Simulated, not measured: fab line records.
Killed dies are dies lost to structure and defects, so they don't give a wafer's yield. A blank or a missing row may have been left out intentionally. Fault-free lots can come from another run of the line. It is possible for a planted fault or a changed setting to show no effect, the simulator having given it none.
A lot that was struck, set against a sound lot / flow rit_cmos / 26 steps out of a route of 202
Sound: the wafers L636.1, L636.4, L636.6. The struck wafers were L629.1, L629.5, L629.6. The cause is named last.
Per side, at each step with rows, come the tool, then ch with its chambers, and then its first start. Under that, the readings that differ: sound wafers / struck wafers / difference of the means / sigmas: that difference in standard deviations of wafers without a fault.
alike: readings whose means differ by less than 2 such deviations, and words and numbers that are the same on both sides. not compared: withheld readings, readings that some wafer has no value for, bounds like >300 that may hide the same value, and numbers for which the record gives no deviation and whose values overlap.
The two part at a step that has a row with sigmas, a row that says differs or no value, or rows on one side only. When numbers do not overlap yet have no deviation, they are printed without sigmas and do not part them. Lack of a reading on every wafer of one side parts them only where that side has two or more wafers.

first, 2 steps without rows for these wafers: RIT_REOX_CLEAN_02 (cleans in SC2, time 600 s); RIT_REOX_OXIDATION_03 (target thk 25.2 nm, ox time 5580 s).
RIT_REOX_THK_MEAS_04:
  sound on film_metro-03 at day 5 11:34; struck on film_metro-04 at day 3 23:05
reading=REOX_OXIDE_THK (nm); sound=25.7 25.9 25.2; struck=24.5 24.5 24.9; difference=-1.0; sigmas=-3
then, 2 steps without rows for these wafers: RIT_NLDD_HMDS_00 (prime time 60 s); RIT_NLDD_COAT_01 (resist thk 1000 nm).
RIT_NLDD_SOFTBAKE_02: time 62.75 s.
  sound on litho_track-04 ch 0, day 5 11:55; struck on litho_track-03 ch 0, day 3 23:26
  alike: plate_sensor_t_centre_C, plate_sensor_t_edge_C
then, 3 steps without rows for these wafers: RIT_NLDD_EXPOSE_03 (exposes mask M7, target cd 40700 nm); RIT_NLDD_PEB_04; RIT_NLDD_DEVELOP_05 (develop time 50 s).
RIT_NLDD_OVL_MEAS_06:
  sound on overlay-01 at day 5 12:36; struck on overlay-01 at day 3 23:59
  alike: NLDD_OVL
then, 2 steps without rows for these wafers: RIT_NLDD_HARDBAKE_07 (time 60 s); RIT_NLDD_IMPLANT_08.
RIT_NLDD_STRIP_09: strips in O2, time 180 s.
  sound on plasma_asher-04 ch 0, day 5 12:56; struck on plasma_asher-01 ch 0,1, day 4 00:20
  no value came back on the struck wafers for chamber_pressure_mTorr (mTorr), drypump_motor_current_A (A); on the sound wafers chamber_pressure_mTorr (mTorr) reads 4003 3995 4004
reading=model.NOVOLAK_of_NLDD_COAT_01.thk_nm (nm); sound=0 0 0; struck=883.2 883.4 881.7; difference=+882.8; sigmas=
  not compared: rf_hours_counter_h
RIT_NLDD_TW_MEAS_10:
  sound on film_metro-02 at day 5 13:07; struck on film_metro-03 at day 4 00:30
  alike: NLDD_TW
then, 6 steps without rows for these wafers: RIT_PLDD_HMDS_00 (prime time 60 s); RIT_PLDD_COAT_01 (resist thk 1000 nm); RIT_PLDD_SOFTBAKE_02 (time 60 s); RIT_PLDD_EXPOSE_03 (exposes mask M8, target cd 40900 nm); RIT_PLDD_PEB_04; RIT_PLDD_DEVELOP_05 (develop time 50 s).
RIT_PLDD_OVL_MEAS_06:
  sound on overlay-01 at day 5 14:01; struck on overlay-02 at day 4 01:34
  alike: PLDD_OVL
then, 2 steps without rows for these wafers: RIT_PLDD_HARDBAKE_07 (time 60 s); RIT_PLDD_IMPLANT_08.
RIT_PLDD_STRIP_09: strips in O2, time 180 s.
  sound on plasma_asher-01 ch 0,1, day 5 14:22; struck on plasma_asher-04 ch 0,1, day 4 01:54
  alike: chamber_pressure_mTorr, drypump_motor_current_A
  not compared: rf_hours_counter_h
RIT_PLDD_TW_MEAS_10:
  sound on film_metro-03 at day 5 14:32; struck on film_metro-03 at day 4 02:04
reading=PLDD_TW; sound=2393 2378 2380; struck=30 30 30; difference=-2354; sigmas=-99 or more
then, 1 step without rows for these wafers: RIT_SPACER_CLEAN_00 (cleans in SC1, time 600 s).

WHERE THEY PART
First at RIT_REOX_THK_MEAS_04; last, within this record, at RIT_PLDD_TW_MEAS_10.

WHY: what the simulator had put in
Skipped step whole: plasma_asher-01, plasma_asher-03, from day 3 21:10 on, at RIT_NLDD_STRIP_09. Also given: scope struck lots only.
